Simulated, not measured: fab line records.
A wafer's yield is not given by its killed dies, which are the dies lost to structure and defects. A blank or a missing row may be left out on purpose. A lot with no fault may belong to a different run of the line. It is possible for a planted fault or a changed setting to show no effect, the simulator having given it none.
A struck lot beside a sound one || flow berkeley cmos170 || 14 out of 331 route steps
Sound: wafers L102.2, L102.5, L102.6. Wafers struck: L997.1, L997.2, L997.5. Last of all comes the cause.
At each step with rows: each side's tool, then ch and its chambers, then its first start. Under that, the readings that differ: sound wafers || struck wafers || difference of the means || sigmas: that difference in standard deviations of wafers without a fault.
alike: same words and numbers on both sides, and readings whose means sit less than 2 such deviations apart. not compared: any withheld reading, any reading some wafer has no value for, any bound like >300 that may hide the same value, and any number with overlapping values for which the record gives no deviation.
A row with sigmas, a row that says differs or no value, or rows on one side alone: a step with any of these is where the two part. Numbers that have no deviation but don't overlap get no sigmas and don't part them. Lack of a reading on every wafer of one side parts them only where that side has two or more wafers.

UCB170_GATE_CD_MEAS_12: target cd 350 nm.
  sound on cd sem-02, day 9 20:01; struck on cd sem-01, day 9 08:36
  alike: cd nm
UCB170_GATE_OVL_MEAS_13:
  sound on overlay-01, day 9 20:07; struck on overlay-01, day 9 08:43
  alike: GATE_OVL
UCB170_GATE_ETCH_14: etches BARC in N2/H2.
  sound on rie diel-02 ch 0,1, day 9 20:08; struck on rie diel-01 ch 0,3, day 9 08:45
  alike: drypump motor current A, oes product au, throttle valve pct
UCB170_GATE_ETCH_15: etches poly-Si in HBr/Cl2, stops on SiO2, time 56.3 s, target depth 278.2 nm.
  sound on rie si-02 ch 2,3, day 9 20:11; struck on rie si-01 ch 0,1,3, day 9 08:48
  alike: drypump motor current A, oes product au, throttle valve pct
  not compared: rf hours counter h
UCB170_GATE_STRIP_16: strips in O2.
  sound on plasma asher-01 ch 0,1, day 9 20:14; struck on plasma asher-03 ch 0,1, day 9 08:50
  alike: drypump motor current A, oes product au
  not compared: rf hours counter h
UCB170_GATE_CD_MEAS_90: target cd 350 nm.
  sound on cd sem-01, day 9 20:31; struck on cd sem-01, day 9 09:26
  alike: cd nm
then, 6 steps without rows for these wafers: UCB170_GATE_CLEAN_17 (cleans in SPM, time 600 s); UCB170_PLDD_HMDS_00 (prime time 60 s); UCB170_PLDD_COAT_01 (resist thk 900 nm); UCB170_PLDD_SOFTBAKE_02 (time 60 s); UCB170_PLDD_EXPOSE_03 (exposes mask PSELECT, target cd 1200 nm); UCB170_PLDD_PEB_04.
UCB170_PLDD_DEVELOP_05: develop time 45 s.
  struck on litho track-04, day 9 10:00; sound on litho track-03 ch 0, day 9 21:00
  no value came back on the struck wafers for chill plate temp C (C), develop time s (s); on the sound wafers chill plate temp C (C) reads 23.01 23.14 22.89
{"reading": "model.KrF_of_PLDD_COAT_01.thk nm (nm)", "sound": "886.9 884.5 885.2", "struck": "902.7 901.3 899.4", "difference": "+15.6", "sigmas": ""}
UCB170_PLDD_CD_MEAS_06: target cd 1200 nm.
  sound on cd sem-01, day 9 21:53; struck on cd sem-01, day 9 11:07
{"reading": "cd nm (nm)", "sound": "1203.2 1202.5 1203.4", "struck": "- - -", "difference": "no value on the struck wafers", "sigmas": ""}

## WHERE THEY PART
At UCB170_PLDD_DEVELOP_05 first; at UCB170_PLDD_CD_MEAS_06 last (within this record only).

WHY: the cause the simulator had injected
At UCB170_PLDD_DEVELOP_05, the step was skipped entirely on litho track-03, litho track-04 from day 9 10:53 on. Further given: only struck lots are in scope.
